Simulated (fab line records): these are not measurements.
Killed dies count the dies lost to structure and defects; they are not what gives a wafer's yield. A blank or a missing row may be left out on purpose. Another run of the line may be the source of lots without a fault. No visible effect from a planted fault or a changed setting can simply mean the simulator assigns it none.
The same fault as seen by 2 desks | flow berkeleyCmos170 | numbers are kept per desk, each desk with only its own; the story behind them comes last

== TOOL OWNER'S DESK, lithoTrack-04 ==
The tool's own readings at UCB170_PLDD_HMDS_00 (prime time 60 s): means of the sampled wafers that have a number, for each lot that ran on this tool. Any lot whose mean is over 4 standard deviations away from the usual mean is out of limits and marked OUT; that distance is given in the brackets.
Columns: A = exhaustPa at UCB170_PLDD_HMDS_00, usual 45.0 Pa; B = primeTempC at UCB170_PLDD_HMDS_00, usual 100.01 C
lot  | first seen here | A    | B
L867 | day 6 23:32     | 44.1 | 99.94
L868 | day 6 23:58     | 44.3 | 100.21
L872 | day 7 08:49     | 45.1 | 99.96
L876 | day 7 23:35     | 45.5 | 100.03
L880 | day 9 01:52     | 45.4 | 101.49 (+12) OUT
L882 | day 9 12:29     | 43.3 | 101.52 (+13) OUT
L885 | day 10 09:02    | 44.8 | 101.42 (+12) OUT
This desk's verdict: out of limits on L880, L882, L885, starting with L880 at day 9 01:52 (primeTempC at UCB170_PLDD_HMDS_00). Within limits: L867, L868, L872, L876.

== FROM THE METROLOGY DESK ==
What the gauges read, lot by lot, whatever tool the lot ran on: means of the sampled wafers that have a number. Any lot whose mean is over 4 standard deviations away from the usual mean is out of limits and marked OUT; that distance is given in the brackets.
Columns: A = cdNm at UCB170_ACTIVE_CD_MEAS_13, usual 1199.7 nm
lot  | first seen here | A
L866 | day 4 10:17     | 1199.3
L867 | day 4 16:04     | 1199.1
L868 | day 4 16:17     | 1198.9
L869 | day 4 16:26     | 1199.6
L871 | day 5 12:53     | 1200.5
L872 | day 5 13:09     | 1198.9
L873 | day 5 23:16     | 1198.8
L876 | day 6 03:22     | 1200.4
L875 | day 6 03:34     | 1199.6
L880 | day 7 05:22     | 1198.5
L881 | day 7 05:28     | 1200.1
L882 | day 7 14:26     | 1202.0
L886 | day 8 09:23     | 1202.4
L885 | day 8 09:43     | 1198.0
L888 | day 8 16:11     | 1201.5
Finding of this desk: none of the 15 lots has anything out of limits.

== ALL TOGETHER ==
The tool owner's desk could have raised an alarm at day 9 01:52, on L880, L882, L885.
The metrology desk saw nothing out of limits.
The metrology desk has L880, L882, L885 on record, within its limits.
Of the lots named, all ran UCB170_PLDD_HMDS_00 on lithoTrack-04.

== WHAT THE SIMULATOR HAD PUT IN ==
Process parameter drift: lithoTrack-04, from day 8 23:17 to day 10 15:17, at UCB170_PLDD_HMDS_00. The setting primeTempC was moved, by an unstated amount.
Lots struck among those shown: L880, L882, L885.
Time in hours from fault onset to the first out-of-limits reading at each desk: the tool owner's desk, 3.
